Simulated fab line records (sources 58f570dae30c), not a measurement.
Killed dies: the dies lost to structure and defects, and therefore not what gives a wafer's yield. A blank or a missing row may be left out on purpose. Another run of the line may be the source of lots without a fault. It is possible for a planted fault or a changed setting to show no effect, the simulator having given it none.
The tool behind it: which one? | flow berkeley-cmos170 | 14 lots (42 wafers sampled), 1 step of a 331-step route

## WHAT THE GAUGES READ, wafer by wafer
No reading from a measuring or inspecting step in the record can be judged against a usual standard deviation.

## TOOL THAT RAN EACH LOT (tool first, then ch and the chambers of the sampled wafers, then the start)
lot  | UCB170_NSD_DEVELOP_05
L585 | litho-track-02 ch 0, day 7 02:00
L582 | litho-track-04 ch 0, day 7 03:00
L583 | litho-track-02 ch 0, day 7 03:00
L586 | litho-track-03 ch 0, day 7 15:00
L589 | litho-track-03 ch 0, day 8 20:00
L591 | litho-track-03 ch 0, day 8 21:00
L594 | litho-track-02 ch 0, day 9 05:00
L595 | litho-track-03, day 9 12:00
L596 | litho-track-02, day 9 17:00
L600 | litho-track-04 ch 0, day 10 11:00
L599 | litho-track-02 ch 0, day 10 11:00
L602 | litho-track-03 ch 0, day 10 12:00
L603 | litho-track-03 ch 0, day 11 10:00
L604 | litho-track-04 ch 0, day 11 23:00
- UCB170_NSD_DEVELOP_05: develop time 45 s.

## WHAT THE TOOLS THEMSELVES READ (means of the sampled wafers that have a number; where no wafer has one, the mark that the record gives instead)
UCB170_NSD_DEVELOP_05. Usual: chill-plate-temp-C reads 23.01 C (standard deviation 0.1).
lot  | tool           | chill-plate-temp-C (C) | flag
L585 | litho-track-02 | 22.94                  |
L582 | litho-track-04 | 23.11                  |
L583 | litho-track-02 | 22.99                  |
L586 | litho-track-03 | 23.00                  |
L589 | litho-track-03 | 22.98                  |
L591 | litho-track-03 | 22.97                  |
L594 | litho-track-02 | 22.99                  |
L595 | litho-track-03 | -                      | OFF
L596 | litho-track-02 | -                      | OFF
L600 | litho-track-04 | 22.80                  |
L599 | litho-track-02 | 22.89                  |
L602 | litho-track-03 | 22.96                  |
L603 | litho-track-03 | 22.94                  |
L604 | litho-track-04 | 23.01                  |

## THE ANSWER, worked out from the rows above alone
Rule: a lot is off if the mean of its wafers that have a number lies more than 3 standard deviations from the usual mean. A lot without any number at a reading at which 4 lots or more have one is off too. The other lots that the step has rows for count as sound. The gauges are gone through in route order, then the tools' own readings, and for those a lot's mean is taken as printed above. The first step at which some lot is off is used, and at that step the reading that is off furthest; a lot without a number counts as furthest.
Off: L595, L596 (UCB170_NSD_DEVELOP_05, chill-plate-temp-C). Without a number there: L595, L596.
If a tool, at that step or one of the process steps before it, ran each lot that is off and ran no sound lot following the first of them, it fits. Of those tried, none fits.

## WHAT THE SIMULATOR HAD INSERTED
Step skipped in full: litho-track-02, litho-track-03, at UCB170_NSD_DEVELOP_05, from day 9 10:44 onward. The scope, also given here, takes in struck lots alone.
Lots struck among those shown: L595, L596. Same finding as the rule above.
